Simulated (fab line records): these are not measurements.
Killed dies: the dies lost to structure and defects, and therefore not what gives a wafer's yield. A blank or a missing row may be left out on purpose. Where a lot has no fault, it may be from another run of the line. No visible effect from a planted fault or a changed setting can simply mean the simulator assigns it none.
fab line records -- flow rit_cmos
record: lots: 6, wafers: 18, last_day: 8
route steps=202 shown GATE@96 REOX@98 NLDD@103
lots that met no fault: taken from a fault-free run of the same line
start_h: start of the lot's first displayed wafer, in hours after the record's first day -- wait_h: how many hours have passed since the lot's step before this one -- " the same as in the row above -- L1.1+2: a single row standing in for several wafers -- - either no value or no given start -- * or withheld: withheld -- < > ~ a bound
route shown NAME@n: NAME is a module with steps in the file, n the number in the route of the first one -- usual: mean/standard deviation of fault-free wafers -- same: alike in all rows -- chamber/n: place in a boat -- sites: readings site by site -- _std_site: their standard deviation -- _edge_site: mean of outer sites minus mean of inner sites -- radius_mm: for every site, how far away it sits from the centre of the wafer -- mask NAME#n: copy n -- behind: tool/chamber where the wafer was last shaped -- hold: cause of the lot's hold/its duration in hours/its outcome -- device: transistor that didn't switch, given as n, p or np -- end of line: tests of these same wafers at the route's end -- a step given without rows: its recipe and nothing more -- killed: at the first sort, the dies lost to defects and structure; wafer yield is something else -- map: dies across one wafer; x = killed, . = not, _ = none there
set.NAME: the run value of the setting; set.NAME@STEP: its run value at that earlier step -- model.NAME: the simulator's own value behind a step, which no gauge read
lots at some steps of the route; a table a step, a row a wafer
services: from which hour (start_h, from the record's first day; less than 0 if before it) a tool's chamber was out of use, for how many hours, and why
== steps ==
step: RIT_GATE_STRIP_20
recipe: chemistry: O2, time_s: 180, resist: NOVOLAK, platen_temp_c: withheld, power_w: 500, pressure_mtorr: 4000, o2_flow_sccm: 4000
usual: drypump_motor_current_A: 5.8/0.51
lot.wafer,tool,chamber,start_h,wait_h,drypump_motor_current_A,rf_hours_counter_h
L882.2,plasma_asher-01,1,62.45,0.1,6.0,38
L882.3,plasma_asher-01,0,62.45,0.1,4.7,-
L882.6,plasma_asher-01,0,62.45,0.1,4.7,-
L883.2,plasma_asher-03,0,65.70,0.1,6.4,29
L883.4,plasma_asher-03,0,65.70,0.1,6.4,-
L883.5,plasma_asher-03,0,65.70,0.1,6.4,-
L886.1,plasma_asher-01,1,78.66,0.1,6.0,40
L886.3,plasma_asher-01,0,78.66,0.1,4.8,-
L886.5,plasma_asher-01,0,78.66,0.1,4.8,-
L889.1,plasma_asher-03,1,93.15,0.1,5.9,33
L889.3,plasma_asher-03,0,93.15,0.1,6.4,-
L889.5,plasma_asher-03,0,93.15,0.1,6.4,-
L899.1,plasma_asher-04,1,159.12,0.1,5.9,3
L899.2,plasma_asher-04,0,159.12,0.1,5.8,3
L899.5,plasma_asher-04,0,159.12,0.1,5.8,-
L898.2,plasma_asher-01,1,159.36,0.1,6.0,48
L898.3,plasma_asher-01,1,159.36,0.1,6.0,-
L898.5,plasma_asher-01,0,159.36,0.1,4.7,-
step: RIT_GATE_CD_MEAS_90
recipe: target_cd_nm: 150
usual: cd_nm: 150.1/2.3
lot.wafer,tool,chamber,start_h,wait_h,cd_nm
L882.2,cd_sem-01,-,62.64,0.1,151.6
L882.3,cd_sem-01,-,62.64,0.1,149.2
L882.6,cd_sem-01,-,62.64,0.1,149.5
L883.2,cd_sem-02,-,65.89,0.1,148.7
L883.4,cd_sem-02,-,65.89,0.1,148.5
L883.5,cd_sem-02,-,65.89,0.1,147.9
L886.1,cd_sem-01,-,78.83,0.1,154.5
L886.3,cd_sem-01,-,78.83,0.1,151.9
L886.5,cd_sem-01,-,78.83,0.1,153.7
L889.1,cd_sem-01,-,93.33,0.1,151.4
L889.3,cd_sem-01,-,93.33,0.1,152.0
L889.5,cd_sem-01,-,93.33,0.1,153.5
L899.1,cd_sem-01,-,159.30,0.1,149.0
L899.2,cd_sem-01,-,159.30,0.1,150.7
L899.5,cd_sem-01,-,159.30,0.1,149.0
L898.2,cd_sem-02,-,159.56,0.1,149.8
L898.3,cd_sem-02,-,159.56,0.1,151.9
L898.5,cd_sem-02,-,159.56,0.1,152.7
step: RIT_REOX_CLEAN_00
recipe: chemistry: SC1, mix: 3:3:50, time_s: 600, temp_c: 75
step: RIT_REOX_CLEAN_01
recipe: chemistry: dHF, dilution: 50:1, time_s: 30
step: RIT_REOX_CLEAN_02
recipe: chemistry: SC2, mix: 3:3:50, time_s: 600, temp_c: 75, dry: n2_spin
step: RIT_REOX_OXIDATION_03
recipe: temp_c: 900, ambient: O2, target_thk_a: 252, ox_time_s: 5580
step: RIT_REOX_THK_MEAS_04
recipe: reads: SiO2_of_REOX_OXIDATION_03
usual: REOX_OXIDE_THK: 25.1/0.37
lot.wafer,tool,chamber,start_h,wait_h,REOX_OXIDE_THK[nm]
L882.2,film_metro-03,-,66.42,0.0,25.4
L882.3,film_metro-03,-,66.42,0.0,25.6
L882.6,film_metro-03,-,66.42,0.0,25.9
L883.2,film_metro-01,-,71.62,0.0,24.7
L883.4,film_metro-01,-,71.62,0.0,24.4
L883.5,film_metro-01,-,71.62,0.0,24.3
L886.1,film_metro-03,-,83.58,0.0,24.3
L886.3,film_metro-03,-,83.58,0.0,24.5
L886.5,film_metro-03,-,83.58,0.0,24.3
L889.1,film_metro-03,-,96.73,0.0,25.3
L889.3,film_metro-03,-,96.73,0.0,25.5
L889.5,film_metro-03,-,96.73,0.0,24.9
L899.1,film_metro-03,-,163.97,0.0,25.3
L899.2,film_metro-03,-,163.97,0.0,25.4
L899.5,film_metro-03,-,163.97,0.0,25.1
L898.2,film_metro-01,-,163.98,0.0,25.4
L898.3,film_metro-01,-,163.98,0.0,24.9
L898.5,film_metro-01,-,163.98,0.0,24.8
step: RIT_NLDD_HMDS_00
recipe: prime_time_s: 60, prime_temp_c: 140
step: RIT_NLDD_COAT_01
recipe: resist: NOVOLAK, spin_rpm: 3250, resist_thk_nm: 1000
step: RIT_NLDD_SOFTBAKE_02
recipe: resist: NOVOLAK, temp_c: 90, time_s: 60
step: RIT_NLDD_EXPOSE_03
recipe: mask_id: M7, na: 0.57, target_cd_nm: 40700, dose_mj: 250
step: RIT_NLDD_PEB_04
recipe: resist: NOVOLAK, temp_c: withheld, time_s: withheld
step: RIT_NLDD_DEVELOP_05
recipe: resist: NOVOLAK, develop_time_s: 50, dev_temp_c: 23
usual: chill_plate_temp_C: 23.00/0.1, develop_time_s: 50/0
lot.wafer,tool,chamber,start_h,wait_h,chill_plate_temp_C,develop_time_s
L882.2,litho_track-02,0,67,-,22.95,50
L882.3,litho_track-02,0,67,-,22.86,50
L882.6,litho_track-02,0,67,-,22.92,50
L883.2,litho_track-01,0,72,-,22.96,50
L883.4,litho_track-01,0,72,-,23.04,50
L883.5,litho_track-01,0,72,-,23.19,50
L886.1,litho_track-02,0,84,-,23.07,50
L886.3,litho_track-02,0,84,-,23.01,50
L886.5,litho_track-02,0,84,-,22.99,50
L889.1,litho_track-01,0,97,-,23.03,50
L889.3,litho_track-01,0,97,-,22.92,50
L889.5,litho_track-01,0,97,-,22.84,50
L899.1,litho_track-02,-,164,-,-,-
L899.2,litho_track-02,-,164,-,-,-
L899.5,litho_track-02,-,164,-,-,-
L898.2,litho_track-02,-,165,-,-,-
L898.3,litho_track-02,-,165,-,-,-
L898.5,litho_track-02,-,165,-,-,-
step: RIT_NLDD_OVL_MEAS_06
usual: NLDD_OVL: 0.2/1.4
lot.wafer,tool,chamber,start_h,wait_h,NLDD_OVL[nm]
L882.2,overlay-02,-,67.32,-,-0.3
L882.3,overlay-02,-,67.32,-,0.4
L882.6,overlay-02,-,67.32,-,1.3
L883.2,overlay-01,-,72.53,-,1.0
L883.4,overlay-01,-,72.53,-,-0.5
L883.5,overlay-01,-,72.53,-,3.5
L886.1,overlay-01,-,84.49,-,-0.2
L886.3,overlay-01,-,84.49,-,0.7
L886.5,overlay-01,-,84.49,-,1.1
L889.1,overlay-02,-,97.68,-,1.9
L889.3,overlay-02,-,97.68,-,0.8
L889.5,overlay-02,-,97.68,-,1.3
L899.1,overlay-02,-,164.88,-,-
L899.2,overlay-02,-,164.88,-,-
L899.5,overlay-02,-,164.88,-,-
L898.2,overlay-02,-,165.17,-,-
L898.3,overlay-02,-,165.17,-,-
L898.5,overlay-02,-,165.17,-,-
== services ==
tool,chamber,start_h,hours,kind
plasma_asher-01,-,103.33,0.4,repair
plasma_asher-04,-,108.75,9.0,pm
plasma_asher-04,0,108.75,9.0,vent_cycle
plasma_asher-04,1,108.75,9.0,vent_cycle
plasma_asher-04,0,117.75,-,clean
plasma_asher-04,1,117.75,-,clean
plasma_asher-04,-,146.74,1.6,repair
== key ==
first_sign: step: RIT_NLDD_DEVELOP_05, reading: tool_record, direction: missing
effect none on later readings
met_at RIT_NLDD_DEVELOP_05
struck_wafers L898.2,L898.3,L898.5,L899.1,L899.2,L899.5
sort_left_out L898.2,L898.3,L898.5,L899.1,L899.2,L899.5
tester_left_out L898,L899
onset_between 84 164
fault: kind: skipped_step_whole, tool: litho_track-02, chamber: -, onset_h: 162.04, steps: RIT_NLDD_DEVELOP_05, scope: struck_lots_only
tester_left_out: of these lots the tester's yield and bins aren't shown, on N5 and GAA mostly nor the transistor test; their killed dies are dies lost to structure and defects alone, not to doping, threshold or leakage, so they don't give the yield
sort_left_out: the simulated sort isn't trusted on such a fault, so these wafers' sort isn't shown, and their yield isn't known
